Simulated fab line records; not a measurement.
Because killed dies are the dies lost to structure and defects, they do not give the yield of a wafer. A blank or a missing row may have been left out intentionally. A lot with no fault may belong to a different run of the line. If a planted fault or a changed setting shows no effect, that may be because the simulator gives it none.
fab line records	flow ritCmos
record: lots: 6	wafers: 18	lastDay: 7
route steps=202 shown PSD@142 SDANNEAL@153 NSD@158 PLDD@159 NLDD@160 SILICIDE@161 M1@202
lots untouched by any fault: they come from a run of this same line in which no faults occurred
startH: hours from the record's first day to the start of the lot's first wafer shown	waitH: hours since the lot's step before	" the same as in the row above	L1.1+2: several wafers, shown together as one row	- value missing, or start not given	* or withheld: withheld	< > ~ a bound
route shown NAME@n: names a module that has steps shown in the file, with the first one's number in the route	usual: mean/standard deviation taken from wafers without a fault	same: alike in all rows	chamber/n: place in a boat	sites: per-site readings	_std_site: standard deviation across them	_edge_site: inner sites' mean taken away from outer sites' mean	radiusMm: for every site, how far away it sits from the centre of the wafer	mask NAME#n: copy n	behind: the tool/chamber that last shaped the wafer	hold: the reason the lot was held/the length of the hold in hours/how it ended	device: the n, p or np transistor that did not switch	end of line: the same wafers' tests at the end of the route	a step without rows: its recipe alone	killed: the dies lost at the first sort to structure and to defects; this is not the yield of the wafer	map: a wafer's dies, marking killed ones x, the rest . and places with no die _
set.NAME: the setting that was run; set.NAME@STEP: the one run at that earlier step	model.NAME: the simulator's own value behind a step, which no gauge read
certain route steps with their lots: each step a table, each wafer a row
services: the hour from which a tool's chamber was out of use, counted from the record's first day as startH (under 0 if before that day), plus the number of hours and why
== steps ==
step: RIT_PSD_HMDS_00
recipe: primeTimeS: 60	primeTempC: 140
step: RIT_PSD_COAT_01
recipe: resist: NOVOLAK	spinRpm: 3250	resistThkNm: 1000
step: RIT_PSD_SOFTBAKE_02
recipe: resist: NOVOLAK	tempC: 90	timeS: 60
step: RIT_PSD_EXPOSE_03
recipe: maskId: M10	na: 0.57	targetCdNm: 40900	doseMj: 250
step: RIT_PSD_PEB_04
recipe: resist: NOVOLAK	tempC: withheld	timeS: withheld
step: RIT_PSD_DEVELOP_05
recipe: resist: NOVOLAK	developTimeS: 50	devTempC: 21.9
step: RIT_PSD_OVL_MEAS_06
usual: PSD_OVL: -0.7/1.3
lot.wafer	tool	chamber	startH	waitH	PSD_OVL[nm]
L461.2	overlay-01	-	88.72	-	-1.4
L461.3	"	-	"	"	-1.6
L461.5	"	-	"	"	-1.4
L462.1	overlay-01	-	93.82	-	-2.0
L462.3	"	-	"	"	-1.5
L462.6	"	-	"	"	-1.6
L465.2	overlay-01	-	110.40	-	0.3
L465.5	"	-	"	"	-0.4
L465.6	"	-	"	"	-0.4
L466.1	overlay-01	-	118.18	-	0.3
L466.3	"	-	"	"	-1.2
L466.4	"	-	"	"	-1.5
L468.3	overlay-01	-	124.57	-	-3.2
L468.4	"	-	"	"	-0.6
L468.5	"	-	"	"	-2.1
L474.2	overlay-02	-	155.64	-	-3.2
L474.3	"	-	"	"	-3.6
L474.4	"	-	"	"	-2.6
step: RIT_PSD_HARDBAKE_07
recipe: resist: NOVOLAK	tempC: 140	timeS: 60
step: RIT_PSD_IMPLANT_08
recipe: species: BF2	energyKev: 27	doseCm2: 5e+15	tiltDeg: 7
step: RIT_PSD_STRIP_09
recipe: chemistry: O2	timeS: 180	resist: NOVOLAK	platenTempC: withheld	powerW: 500	pressureMtorr: 4000	o2FlowSccm: 4000
usual: drypumpMotorCurrentA: 6.06/0.28
lot.wafer	tool	chamber	startH	waitH	drypumpMotorCurrentA	rfHoursCounterH
L461.2	plasmaAsher-04	1	89.05	0.1	5.37	30
L461.3	"	1	"	"	5.38	-
L461.5	"	0	"	"	5.78	-
L462.1	plasmaAsher-03	1	94.15	0.1	6.16	44
L462.3	"	0	"	"	5.91	-
L462.6	"	1	"	"	6.14	-
L465.2	plasmaAsher-04	1	110.94	0.2	5.38	33
L465.5	"	0	"	"	5.77	-
L465.6	"	1	"	"	5.38	-
L466.1	plasmaAsher-02	0	118.52	0.1	6.32	0
L466.3	"	1	"	"	6.35	-
L466.4	"	0	"	"	6.35	-
L468.3	plasmaAsher-03	0	125.34	0.1	5.92	-
L468.4	"	1	"	"	6.13	-
L468.5	"	1	"	"	6.11	-
L474.2	plasmaAsher-02	0	155.97	0.1	6.30	6
L474.3	"	1	"	"	6.31	-
L474.4	"	0	"	"	6.28	-
step: RIT_PSD_TW_MEAS_10
usual: PSD_TW: 3445/23
lot.wafer	tool	chamber	startH	waitH	PSD_TW
L461.2	filmMetro-02	-	89.23	0.1	3427
L461.3	"	-	"	"	3445
L461.5	"	-	"	"	3442
L462.1	filmMetro-02	-	94.33	0.1	3465
L462.3	"	-	"	"	3445
L462.6	"	-	"	"	3470
L465.2	filmMetro-01	-	111.12	0.1	3442
L465.5	"	-	"	"	3422
L465.6	"	-	"	"	3447
L466.1	filmMetro-01	-	118.69	0.1	3414
L466.3	"	-	"	"	3412
L466.4	"	-	"	"	3399
L468.3	filmMetro-02	-	125.48	0.1	3456
L468.4	"	-	"	"	3448
L468.5	"	-	"	"	3459
L474.2	filmMetro-01	-	156.16	0.1	3450
L474.3	"	-	"	"	3460
L474.4	"	-	"	"	3455
step: RIT_SDANNEAL_CLEAN_00
recipe: chemistry: SC1	mix: 3:3:50	timeS: 600	tempC: 75
step: RIT_SDANNEAL_CLEAN_01
recipe: chemistry: dHF	dilution: 50:1	timeS: 30
usual: runLengthS: 59.0/2.7
lot.wafer	tool	chamber	startH	waitH	runLengthS	model.SiO2_of_FOX2_OXIDATION_00.thkNm
L461.2	wetBench-03	1	89.47	0.0	61.9	165.3
L461.3	"	1	"	"	61.9	167.5
L461.5	"	1	"	"	61.9	160.8
L462.1	wetBench-02	2	94.56	0.0	60.4	156.9
L462.3	"	2	"	"	60.4	158.3
L462.6	"	2	"	"	60.4	155.2
L465.2	wetBench-03	3	111.37	0.0	177.1	127.7
L465.5	"	3	"	"	177.1	120.1
L465.6	"	3	"	"	177.1	129.2
L466.1	wetBench-02	1	118.94	0.0	64.1	164.2
L466.3	"	1	"	"	64.1	166.8
L466.4	"	1	"	"	64.1	166
L468.3	wetBench-03	2	125.71	0.0	180.8	114.4
L468.4	"	2	"	"	180.8	115.4
L468.5	"	2	"	"	180.8	110.4
L474.2	wetBench-04	1	156.38	0.0	61.0	162.7
L474.3	"	1	"	"	61.0	160.9
L474.4	"	1	"	"	61.0	163.1
step: RIT_SDANNEAL_CLEAN_02
recipe: chemistry: SC2	mix: 3:3:50	timeS: 600	tempC: 75	dry: n2Spin
step: RIT_SDANNEAL_RTA_03
recipe: tempC: 1050	timeS: 5	idleTempC: 600	rampUpCPerS: 342	rampDownCPerS: 171	coolToC: 600	ambient: N2
usual: wafer_temp_C_max: 1053.5/1.2
lot.wafer	tool	chamber	startH	waitH	wafer_temp_C_max
L461.2	rtpAnneal-01	0	89.68	0.0	1057.6
L461.3	"	0	"	"	1053.2
L461.5	"	0	"	"	1052.3
L462.1	rtpAnneal-01	0	94.76	0.0	1052.7
L462.3	"	0	"	"	1053.7
L462.6	"	0	"	"	1053.3
L465.2	rtpAnneal-02	0	111.57	0.0	1051.8
L465.5	"	0	"	"	1052.7
L465.6	"	0	"	"	1055.8
L466.1	rtpAnneal-01	0	119.15	0.0	1050.9
L466.3	"	0	"	"	1054.1
L466.4	"	0	"	"	1052.1
L468.3	rtpAnneal-01	0	125.94	-	1053.8
L468.4	"	0	"	"	1055.6
L468.5	"	0	"	"	1055.5
L474.2	rtpAnneal-01	0	156.59	0.0	1052.6
L474.3	"	0	"	"	1055.7
L474.4	"	0	"	"	1053.5
step: RIT_SDANNEAL_RS_MEAS_04
recipe: thkMeasGauge: four-point-probe
usual: PSD_RS: 115.8/0.37
lot.wafer	tool	chamber	startH	waitH	PSD_RS[ohm/sq]
L461.2	filmMetro-02	-	89.74	0.1	115.7
L461.3	"	-	"	"	115.7
L461.5	"	-	"	"	115.6
L462.1	filmMetro-03	-	94.81	0.0	116.1
L462.3	"	-	"	"	116.1
L462.6	"	-	"	"	116.1
L465.2	filmMetro-02	-	111.64	0.1	115.6
L465.5	"	-	"	"	115.7
L465.6	"	-	"	"	115.8
L466.1	filmMetro-01	-	119.21	0.0	116.2
L466.3	"	-	"	"	116.2
L466.4	"	-	"	"	115.7
L468.3	filmMetro-03	-	126.02	0.1	115.8
L468.4	"	-	"	"	115.5
L468.5	"	-	"	"	116.1
L474.2	filmMetro-01	-	156.66	0.1	115.8
L474.3	"	-	"	"	115.9
L474.4	"	-	"	"	116.0
step: RIT_SDANNEAL_RS_MEAS_05
recipe: thkMeasGauge: four-point-probe
usual: NSD_RS: 84.3/0.33
lot.wafer	tool	chamber	startH	waitH	NSD_RS[ohm/sq]
L461.2	filmMetro-02	-	89.86	0.1	84.5
L461.3	"	-	"	"	84.6
L461.5	"	-	"	"	84.2
L462.1	filmMetro-03	-	94.93	0.1	84.3
L462.3	"	-	"	"	84.3
L462.6	"	-	"	"	84.2
L465.2	filmMetro-02	-	111.76	0.1	84.3
L465.5	"	-	"	"	84.5
L465.6	"	-	"	"	84.6
L466.1	filmMetro-01	-	119.33	0.1	84.6
L466.3	"	-	"	"	84.6
L466.4	"	-	"	"	84.5
L468.3	filmMetro-03	-	126.14	0.1	84.1
L468.4	"	-	"	"	84.0
L468.5	"	-	"	"	83.9
L474.2	filmMetro-01	-	156.78	0.1	84.3
L474.3	"	-	"	"	84.3
L474.4	"	-	"	"	84.3
step: RIT_SDANNEAL_RS_MEAS_06
recipe: thkMeasGauge: four-point-probe
usual: PLDD_RS: 179.5/0.7
lot.wafer	tool	chamber	startH	waitH	PLDD_RS[ohm/sq]
L461.2	filmMetro-02	-	89.98	0.1	179.7
L461.3	"	-	"	"	179.6
L461.5	"	-	"	"	179.5
L462.1	filmMetro-03	-	95.05	0.1	179.4
L462.3	"	-	"	"	179.5
L462.6	"	-	"	"	180.0
L465.2	filmMetro-02	-	111.88	0.1	179.1
L465.5	"	-	"	"	179.0
L465.6	"	-	"	"	179.8
L466.1	filmMetro-01	-	119.45	0.1	180.0
L466.3	"	-	"	"	180.1
L466.4	"	-	"	"	179.1
L468.3	filmMetro-03	-	126.26	0.1	179.1
L468.4	"	-	"	"	178.6
L468.5	"	-	"	"	179.1
L474.2	filmMetro-01	-	156.90	0.1	181.3
L474.3	"	-	"	"	181.1
L474.4	"	-	"	"	180.8
step: RIT_SDANNEAL_RS_MEAS_07
recipe: thkMeasGauge: four-point-probe
usual: NLDD_RS: 151.5/0.51
lot.wafer	tool	chamber	startH	waitH	NLDD_RS[ohm/sq]
L461.2	filmMetro-02	-	90.10	0.1	151.3
L461.3	"	-	"	"	151.5
L461.5	"	-	"	"	151.5
L462.1	filmMetro-03	-	95.17	0.1	151.4
L462.3	"	-	"	"	151.9
L462.6	"	-	"	"	151.9
L465.2	filmMetro-02	-	112.00	0.1	151.5
L465.5	"	-	"	"	151.8
L465.6	"	-	"	"	151.5
L466.1	filmMetro-01	-	119.57	0.1	151.9
L466.3	"	-	"	"	152.3
L466.4	"	-	"	"	151.1
L468.3	filmMetro-03	-	126.38	0.1	151.8
L468.4	"	-	"	"	151.4
L468.5	"	-	"	"	151.1
L474.2	filmMetro-01	-	157.02	0.1	151.5
L474.3	"	-	"	"	151.3
L474.4	"	-	"	"	151.8
step: RIT_SILICIDE_WET_ETCH_00
recipe: chemistry: BOE	target: SiO2	targetDepthNm: 14	timeS: 15	dry: n2Spin	dilution: 10:1	tempC: 21.5
lot.wafer	tool	chamber	startH	waitH	model.SiO2_of_FOX2_OXIDATION_00.thkNm
L461.2	wetBench-04	0	90.20	0.1	149.9
L461.3	"	0	"	"	152
L461.5	"	0	"	"	145.3
L462.1	wetBench-01	3	95.29	0.1	141.4
L462.3	"	3	"	"	142.8
L462.6	"	3	"	"	139.7
L465.2	wetBench-04	1	112.10	0.1	112.1
L465.5	"	1	"	"	104.5
L465.6	"	1	"	"	113.5
L466.1	wetBench-02	2	119.69	0.1	148.8
L466.3	"	2	"	"	151.5
L466.4	"	2	"	"	150.6
L468.3	wetBench-01	2	126.46	0.1	98.89
L468.4	"	2	"	"	99.8
L468.5	"	2	"	"	94.83
L474.2	wetBench-01	3	157.12	0.1	147.5
L474.3	"	3	"	"	145.6
L474.4	"	3	"	"	147.9
step: RIT_SILICIDE_SPUTTER_01
recipe: material: Ti	targetThkNm: 30	powerW: 350	chamberPressurePa: 0.667	gas: Ar	timeS: 240	substrateTempC: 25
usual: throttleValvePct: 30.7/0.94
lot.wafer	tool	chamber	startH	waitH	throttleValvePct
L461.2	pvdSputter-01	-	90.22	0.0	31.4
L461.3	"	-	"	"	30.6
L461.5	"	-	"	"	30.9
L462.1	pvdSputter-01	-	95.31	0.0	30.6
L462.3	"	-	"	"	31.2
L462.6	"	-	"	"	31.3
L465.2	pvdSputter-04	-	112.11	0.0	29.0
L465.5	"	-	"	"	31.4
L465.6	"	-	"	"	31.8
L466.1	pvdSputter-01	-	119.71	0.0	29.6
L466.3	"	-	"	"	31.3
L466.4	"	-	"	"	30.3
L468.3	pvdSputter-01	-	126.47	0.0	31.2
L468.4	"	-	"	"	29.7
L468.5	"	-	"	"	30.7
L474.2	pvdSputter-04	-	157.13	0.0	31.8
L474.3	"	-	"	"	31.0
L474.4	"	-	"	"	31.5
step: RIT_M1_PROBE_99
usual: killedAtFrontEnd: 6.8/2.9	killedDies: 6.9/2.9	killedOpen: 3.3/1.9	killedShort: 3.6/1.9
same: grossDies: 264	killed_at_M0_to_M3: 0	killed_at_M4_up: 0	killedAtBackSide: 0	killedAtContacts: 0	killedAtOther: 0
lot.wafer	tool	chamber	startH	waitH	killedAtFrontEnd	killedDies	killedOpen	killedShort	model.etest.nplusSal.widthNm	model.etest.pplusSal.widthNm	model.etest.fieldPMetal.vtV	model.etest.pplusSal.lineOhmUm	model.etest.nplusSal.lineOhmUm
L461.2	prober-02	-	97.28	0.1	10	10	4	6	3448	3440	-28.61	1.263	1.254
L461.3	prober-02	-	97.33	0.2	7	7	2	5	3482	3472	-28.34	1.242	1.243
L461.5	prober-02	-	97.43	0.2	7	7	3	4	3460	3456	-28.59	1.28	1.263
L462.1	prober-02	-	102.17	0.1	7	7	2	5	3475	3470	-31.13	1.238	1.225
L462.3	prober-02	-	102.27	0.2	5	5	2	3	3478	3476	-31.12	1.23	1.237
L462.6	prober-02	-	102.42	0.2	5	5	1	4	3459	3458	-31.64	1.216	1.251
L465.2	prober-01	-	119.39	0.1	3	3	1	2	3519	3506	-26.73	1.189	1.18
L465.5	prober-01	-	119.54	0.2	4	4	1	3	3546	3551	-27.26	1.178	1.196
L465.6	prober-01	-	119.59	0.2	4	4	2	2	3519	3505	-27.35	1.191	1.188
L466.1	prober-01	-	127.08	0.1	8	8	5	3	3456	3448	-30.37	1.25	1.256
L466.3	prober-01	-	127.18	0.2	5	5	1	4	3437	3422	-30.82	1.265	1.26
L466.4	prober-01	-	127.23	0.2	8	8	3	5	3434	3432	-30.73	1.263	1.257
L468.3	prober-01	-	133.36	0.2	10	10	4	6	3531	3517	-26.31	1.224	1.194
L468.4	prober-01	-	133.41	0.2	10	10	4	6	3540	3552	-26.47	1.188	1.196
L468.5	prober-01	-	133.46	0.2	11	11	5	6	3536	3541	-26.87	1.187	1.18
L474.2	prober-01	-	164.30	0.1	7	7	4	3	3454	3468	-29.2	1.258	1.231
L474.3	prober-01	-	164.35	0.2	5	5	4	1	3450	3465	-29.61	1.237	1.232
L474.4	prober-01	-	164.40	0.2	4	4	1	3	3434	3419	-29.4	1.239	1.238
killed by level:class
L461.2 GATE:geometricParticle:short=5 GATE:geometricParticle:open=3 REOX:geometricParticle:open=1 SILICIDE:geometricParticle:short=1
L461.3 GATE:geometricParticle:short=2 FOX1:geometricParticle:short=1 FOX2:geometricParticle:open=1 GATE:geometricParticle:open=1 REOX:geometricParticle:short=1 SILICIDE:geometricParticle:short=1
L461.5 GATE:geometricParticle:short=3 FOX1:geometricParticle:short=1 GATE:geometricParticle:open=1 REOX:geometricParticle:open=1 SILICIDE:geometricParticle:open=1
L462.1 GATE:geometricParticle:short=3 REOX:geometricParticle:short=2 FOX2:geometricParticle:open=1 REOX:geometricParticle:open=1
L462.3 FOX1:geometricParticle:open=1 FOX1:geometricParticle:short=1 GATE:geometricParticle:short=1 REOX:geometricParticle:open=1 SILICIDE:geometricParticle:short=1
L462.6 GATE:geometricParticle:short=3 GATE:geometricParticle:open=1 SPACER:geometricParticle:short=1
L465.2 FOX2:geometricParticle:short=1 GATE:geometricParticle:short=1 SPACER:geometricParticle:open=1
L465.5 GATE:geometricParticle:short=2 FOX1:geometricParticle:open=1 REOX:geometricParticle:short=1
L465.6 GATE:geometricParticle:open=1 GATE:geometricParticle:short=1 SPACER:geometricParticle:short=1 SILICIDE:geometricParticle:open=1
L466.1 GATE:geometricParticle:open=3 FOX1:geometricParticle:open=1 GATE:geometricParticle:short=1 REOX:geometricParticle:open=1 REOX:geometricParticle:short=1 SILICIDE:geometricParticle:short=1
L466.3 SILICIDE:geometricParticle:short=2 FOX1:geometricParticle:short=1 GATE:geometricParticle:short=1 SILICIDE:geometricParticle:open=1
L466.4 FOX1:geometricParticle:short=2 GATE:geometricParticle:open=2 GATE:geometricParticle:short=2 SPACER:geometricParticle:short=1 SILICIDE:geometricParticle:open=1
L468.3 GATE:geometricParticle:open=4 FOX1:geometricParticle:short=2 GATE:geometricParticle:short=2 REOX:geometricParticle:short=1 SILICIDE:geometricParticle:short=1
L468.4 GATE:geometricParticle:short=3 REOX:geometricParticle:short=3 FOX1:geometricParticle:open=1 GATE:geometricParticle:open=1 REOX:geometricParticle:open=1 SPACER:geometricParticle:open=1
L468.5 GATE:geometricParticle:short=4 GATE:geometricParticle:open=4 REOX:geometricParticle:short=2 SPACER:geometricParticle:open=1
L474.2 REOX:geometricParticle:open=2 FOX2:geometricParticle:short=1 GATE:geometricParticle:short=1 GATE:geometricParticle:open=1 REOX:geometricParticle:short=1 SPACER:geometricParticle:open=1
L474.3 REOX:geometricParticle:open=2 SPACER:geometricParticle:open=2 FOX2:geometricParticle:short=1
L474.4 REOX:geometricParticle:short=2 GATE:geometricParticle:short=1 SPACER:geometricParticle:open=1
== services ==
tool	chamber	startH	hours	kind
rtpAnneal-01	-	79.63	5.0	pm
pvdSputter-01	-	80.12	3.4	repair
wetBench-03	-	105.54	1.9	repair
plasmaAsher-02	-	108.75	9.0	pm
plasmaAsher-02	0	108.75	9.0	ventCycle
plasmaAsher-02	1	108.75	9.0	ventCycle
plasmaAsher-02	0	117.75	-	clean
plasmaAsher-02	1	117.75	-	clean
plasmaAsher-03	-	128.34	14.6	pm
wetBench-01	-	138.84	3.0	repair
plasmaAsher-04	-	154.19	2.9	repair
== key ==
firstSign: step: RIT_SDANNEAL_CLEAN_01	reading: runLengthS	direction: up	sigmas: 45	usual: *	struck: *
effect none on later readings
modelEffect: step: RIT_SDANNEAL_CLEAN_01	value: SiO2_of_FOX2_OXIDATION_00.thkNm	without: 164.1	struck: 119.6
modelEffect: step: RIT_SILICIDE_WET_ETCH_00	value: SiO2_of_FOX2_OXIDATION_00.thkNm	without: 148.5	struck: 103.9
modelEffect: step: RIT_M1_PROBE_99	value: etest.nplusSal.widthNm	without: 3435	struck: 3532
metAt RIT_SDANNEAL_CLEAN_01
struckWafers L465.2,L465.5,L465.6,L468.3,L468.4,L468.5
testerLeftOut L465,L468
onsetBetween 89.47 111.37
fault: kind: processParameterDrift	tool: wetBench-03	chamber: -	onsetH: 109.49	steps: RIT_SDANNEAL_CLEAN_01	channel: timeS	offset: *	shape: step	endH: 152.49	actsIn: *	stated: *
testerLeftOut: of these lots the tester's yield and bins aren't shown, on N5 and GAA mostly nor the transistor test; their killed dies are dies lost to structure and defects alone, not to doping, threshold or leakage, so they don't give the yield
